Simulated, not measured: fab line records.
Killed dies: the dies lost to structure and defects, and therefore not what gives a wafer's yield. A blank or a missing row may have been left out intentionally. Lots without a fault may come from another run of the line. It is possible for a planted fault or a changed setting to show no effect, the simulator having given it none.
Split-lot experiment	flow ritCmos	27 wafers read across 5 lots, on a route 202 steps long

## THE SPLIT
At RIT_FOX1_OXIDATION_00 (target thk 350.7 nm, ox time 1130 s), the setting oxTimeS was moved away from the recipe's 1130 s on 18 of the 27 wafers read, by -27.2% to +38.7%. For the rest of the wafers, this setting stayed at what the recipe calls for.

Between the split and the reading, the file records no step.

## THE READING
FOX1_OXIDE_THK (nm), taken at RIT_FOX1_THK_MEAS_01. Typical for fault-free wafers on this fab line: 352 nm, with standard deviation 6.6 nm.

wafer	tool, chamber at the split	oxTimeS as run, s	against the recipe	FOX1_OXIDE_THK, nm	against lot-mates on the recipe
L077.1	-, -	1567	+38.7%	425	no lot-mate on the recipe
L077.2	-, -	1567	+38.7%	425	no lot-mate on the recipe
L077.3	-, -	1567	+38.7%	425	no lot-mate on the recipe
L077.4	-, -	1567	+38.7%	431	no lot-mate on the recipe
L077.5	-, -	1567	+38.7%	425	no lot-mate on the recipe
L077.6	-, -	1567	+38.7%	427	no lot-mate on the recipe
L078.1	-, -	822.3	-27.2%	293	no lot-mate on the recipe
L078.2	-, -	822.3	-27.2%	304	no lot-mate on the recipe
L078.3	-, -	822.3	-27.2%	293	no lot-mate on the recipe
L078.4	-, -	822.3	-27.2%	293	no lot-mate on the recipe
L078.5	-, -	822.3	-27.2%	295	no lot-mate on the recipe
L078.6	-, -	822.3	-27.2%	293	no lot-mate on the recipe
L080.1	-, -	1381	+22.2%	401	no lot-mate on the recipe
L080.2	-, -	1381	+22.2%	411	no lot-mate on the recipe
L080.3	-, -	1381	+22.2%	407	no lot-mate on the recipe
L080.4	-, -	1381	+22.2%	407	no lot-mate on the recipe
L080.5	-, -	1381	+22.2%	409	no lot-mate on the recipe
L080.6	-, -	1381	+22.2%	403	no lot-mate on the recipe
L083.1	-, -	1130	recipe	348	-
L083.2	-, -	1130	recipe	347	-
L083.3	-, -	1130	recipe	346	-
L083.4	-, -	1130	recipe	341	-
L083.5	-, -	1130	recipe	346	-
L083.6	-, -	1130	recipe	344	-
L084.1	furnace-02, 0	1130	recipe	349	-
L084.2	furnace-02, 0	1130	recipe	351	-
L084.5	furnace-02, 0	1130	recipe	348	-

THE FIT
A straight line over all 27 wafers: FOX1_OXIDE_THK changes by +2.08 nm for each +1% of oxTimeS; r = +0.99; the points scatter about the line by 6.6 nm.
Too few moved wafers with a lot-mate on the recipe to fit a line net of each lot's own level.

## THE WHOLE CHAIN: every reading that the file lists as answering this split, in the file's order
step	what it does	reading	change (the file's fit)	r (the file's)
RIT_FOX1_OXIDATION_00	target thk 350.7 nm, ox time 1130 s	SiO2_of_FOX1_OXIDATION_00.thkNm (the simulator's own value, which no gauge read)	+2.08 nm for each +1% of the setting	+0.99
RIT_FOX1_THK_MEAS_01		FOX1_OXIDE_THK	+2.08 for each +1% of the setting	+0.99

## FILE'S OWN FIT
FOX1_OXIDE_THK changes by +2.08 nm for each +1% of oxTimeS, r = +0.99.
